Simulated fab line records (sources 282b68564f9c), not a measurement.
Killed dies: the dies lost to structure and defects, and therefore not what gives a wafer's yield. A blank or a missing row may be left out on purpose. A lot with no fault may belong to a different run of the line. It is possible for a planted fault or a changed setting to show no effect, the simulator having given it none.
fab line records ; flow rit_cmos
record lots=14; wafers=42; last_day=8
route steps=202 shown ACTIVE@7 M1@202
lots with no fault: from the same line, run without faults
start_h: the number of hours between the record's first day and the start of the first shown wafer of the lot ; wait_h: how many hours have passed since the lot's step before this one ; " unchanged from the row above ; L1.1+2: several wafers, shown together as one row ; - no value, or no start was given ; * or withheld: withheld ; < > ~ a bound
route shown NAME@n: names a module that has steps shown in the file, with the first one's number in the route ; usual: mean/standard deviation taken from wafers without a fault ; same: alike in all rows ; chamber/n: place in a boat ; sites: per-site readings ; _std_site: standard deviation of those values ; _edge_site: outer sites' mean less inner sites' ; radius_mm: how far each site lies from the wafer's centre ; mask NAME#n: copy n ; behind: the last tool/chamber to shape the wafer ; hold: why the lot went on hold/how many hours it stayed there/how the hold came to an end ; device: whichever transistor did not switch (one of n, p or np) ; end of line: tests of these same wafers at the route's end ; for a step that has no rows: nothing shown but its recipe ; killed: not the wafer's yield, but the dies lost to structure and defects at the first sort ; map: shows each die of a wafer: x if killed, . if not, _ if none is there
set.NAME: the setting the step ran with; set.NAME@STEP: the setting that earlier step ran with ; model.NAME: the simulator's own value behind a step, which no gauge read
one table for each step of the route and one row for each wafer, over a sample of lots
## steps
# step RIT_ACTIVE_COAT_06
# recipe resist=NOVOLAK; spin_rpm=3250; resist_thk_nm=1000
lot.wafer;tool;chamber;start_h;wait_h
L445.1+2+4;litho_track-03;0;14.80;0.1
L449.2+3+6;litho_track-04;0;36.08;0.1
L450.3+4+5;litho_track-04;0;38.87;0.1
L453.1+5+6;litho_track-03;0;54.48;0.1
L454.1+3+5;litho_track-03;0;61.79;0.1
L455.1+2+3;litho_track-04;0;64.15;0.1
L456.2+5+6;litho_track-03;0;68.77;0.1
L457.3+4+6;litho_track-03;0;75.81;0.1
L458.1+2+3;litho_track-01;0;79.09;0.1
L460.4+5+6;litho_track-03;0;90.00;0.1
L465.4+5+6;litho_track-03;0;116.27;0.1
L466.1+3+6;litho_track-03;0;128.08;0.1
L467.1+4+6;litho_track-04;0;128.08;0.1
L468.1+2+5;litho_track-01;0;134.13;0.1
# step RIT_ACTIVE_CD_MEAS_11
# recipe target_cd_nm=1400
# usual cd_nm=1400.5/2.6
lot.wafer;tool;chamber;start_h;wait_h;hold;cd_nm
L445.1;cd_sem-02;-;15.62;-;-;1398.8
L445.2;cd_sem-02;-;15.62;-;-;1400.2
L445.4;cd_sem-02;-;15.62;-;-;1400.5
L449.2;cd_sem-01;-;36.94;-;-;1397.0
L449.3;cd_sem-01;-;36.94;-;-;1399.0
L449.6;cd_sem-01;-;36.94;-;-;1398.9
L450.3;cd_sem-01;-;39.70;-;-;1397.4
L450.4;cd_sem-01;-;39.70;-;-;1396.7
L450.5;cd_sem-01;-;39.70;-;-;1398.4
L453.1;cd_sem-02;-;55.41;-;-;1404.1
L453.5;cd_sem-02;-;55.41;-;-;1404.5
L453.6;cd_sem-02;-;55.41;-;-;1406.0
L454.1;cd_sem-02;-;62.71;-;-;1399.8
L454.3;cd_sem-02;-;62.71;-;-;1398.6
L454.5;cd_sem-02;-;62.71;-;-;1400.1
L455.1;cd_sem-01;-;64.98;-;-;1401.1
L455.2;cd_sem-01;-;64.98;-;-;1403.1
L455.3;cd_sem-01;-;64.98;-;-;1404.4
L456.2;cd_sem-01;-;69.46;-;-;1399.2
L456.5;cd_sem-01;-;69.46;-;-;1397.7
L456.6;cd_sem-01;-;69.46;-;-;1399.2
L457.3;cd_sem-01;-;76.50;-;-;1400.9
L457.4;cd_sem-01;-;76.50;-;-;1398.6
L457.6;cd_sem-01;-;76.50;-;-;1400.3
L458.1;cd_sem-01;-;79.95;-;-;1400.6
L458.2;cd_sem-01;-;79.95;-;-;1400.2
L458.3;cd_sem-01;-;79.95;-;-;1398.5
L460.4;cd_sem-01;-;90.68;-;-;1396.4
L460.5;cd_sem-01;-;90.68;-;-;1397.4
L460.6;cd_sem-01;-;90.68;-;-;1400.1
L465.4;cd_sem-02;-;116.96;-;await_dispo/0.2h/release;1327.8
L465.5;cd_sem-02;-;116.96;-;await_dispo/0.2h/release;1329.4
L465.6;cd_sem-02;-;116.96;-;await_dispo/0.2h/release;1327.8
L465.4;cd_sem-02;-;117.24;0.3;-;1327.4
L465.5;cd_sem-02;-;117.24;0.3;-;1329.4
L465.6;cd_sem-02;-;117.24;0.3;-;1327.8
L466.1;cd_sem-02;-;128.78;-;await_dispo/0.2h/release;1346.2
L466.3;cd_sem-02;-;128.78;-;await_dispo/0.2h/release;1348.2
L466.6;cd_sem-02;-;128.78;-;await_dispo/0.2h/release;1349.8
L466.1;cd_sem-02;-;129.06;0.3;-;1346.0
L466.3;cd_sem-02;-;129.06;0.3;-;1348.2
L466.6;cd_sem-02;-;129.06;0.3;-;1350.1
L467.1;cd_sem-01;-;129.02;-;-;1405.1
L467.4;cd_sem-01;-;129.02;-;-;1403.9
L467.6;cd_sem-01;-;129.02;-;-;1404.5
L468.1;cd_sem-01;-;134.95;-;-;1397.8
L468.2;cd_sem-01;-;134.95;-;-;1399.1
L468.5;cd_sem-01;-;134.95;-;-;1398.6
# step RIT_M1_PROBE_99
# usual killed_at_contacts=0.0/0.2; killed_at_front_end=7.0/2.8; killed_dies=7.0/2.8; killed_on_rim=2.0/1.4; killed_open=3.4/1.9; killed_short=3.6/2
# same gross_dies=264; killed_at_M0_to_M3=0; killed_at_M4_up=0; killed_at_back_side=0; killed_at_other=0
lot.wafer;tool;chamber;start_h;wait_h;killed_at_contacts;killed_at_front_end;killed_dies;killed_on_rim;killed_open;killed_short
L465.4;prober-02;-;174.26;0.2;0;10;10;3;5;5
L465.5;prober-02;-;174.31;0.2;0;9;9;5;4;5
L465.6;prober-02;-;174.36;0.2;0;5;5;1;3;2
L466.1;prober-02;-;184.79;0.1;0;11;11;1;2;9
L466.3;prober-02;-;184.89;0.2;1;8;9;3;6;3
L466.6;prober-02;-;185.04;0.2;0;11;11;1;7;4
# killed by level:class
L465.4 GATE:geometric_particle:short=3 GATE:geometric_particle:open=2 SILICIDE:geometric_particle:open=2 FOX1:geometric_particle:open=1 REOX:geometric_particle:short=1 SPACER:geometric_particle:short=1
L465.5 FOX1:geometric_particle:short=1 FOX2:geometric_particle:open=1 GATE:geometric_particle:short=1 GATE:geometric_particle:open=1 REOX:geometric_particle:short=1 SPACER:geometric_particle:short=1 SPACER:geometric_particle:open=1 SILICIDE:geometric_particle:open=1
L465.6 REOX:geometric_particle:open=2 GATE:geometric_particle:open=1 SPACER:geometric_particle:short=1 SILICIDE:geometric_particle:short=1
L466.1 GATE:geometric_particle:short=3 SILICIDE:geometric_particle:short=3 FOX1:geometric_particle:short=2 GATE:geometric_particle:open=1 REOX:geometric_particle:open=1 REOX:geometric_particle:short=1
L466.3 GATE:geometric_particle:open=3 FOX1:geometric_particle:short=1 FOX1:geometric_particle:open=1 FOX2:geometric_particle:short=1 FOX2:geometric_particle:open=1 GATE:geometric_particle:short=1 CONTACT:geometric_particle:open=1
L466.6 GATE:geometric_particle:open=5 GATE:geometric_particle:short=2 REOX:geometric_particle:open=1 REOX:geometric_particle:short=1 SILICIDE:geometric_particle:short=1 SILICIDE:geometric_particle:open=1
## key
first_sign step=RIT_ACTIVE_CD_MEAS_11; reading=visit; direction=added; through=control_loop
effect step=RIT_ACTIVE_CD_MEAS_11; reading=cd_nm; direction=down; sigmas=24; usual=1400.5; struck=1338.2; through=control_loop
met_at RIT_ACTIVE_COAT_06
struck_lots L465,L466
tester_left_out L465,L466
loop_trim step=RIT_ACTIVE_EXPOSE_08; setting=dose; lots=L466
onset_between 90.00 116.27
fault kind=process_parameter_drift; tool=litho_track-03; chamber=-; onset_h=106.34; steps=RIT_ACTIVE_COAT_06; channel=resist_thk_nm; offset=-520; shape=step; end_h=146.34; acts_in=these_recipes_only; stated=1000
# tester_left_out: of these lots the tester's yield and bins aren't shown, on N5 and GAA mostly nor the transistor test; their killed dies are dies lost to structure and defects alone, not to doping, threshold or leakage, so they don't give the yield
# loop_trim: a control loop set the setting to another value than it would have without faults
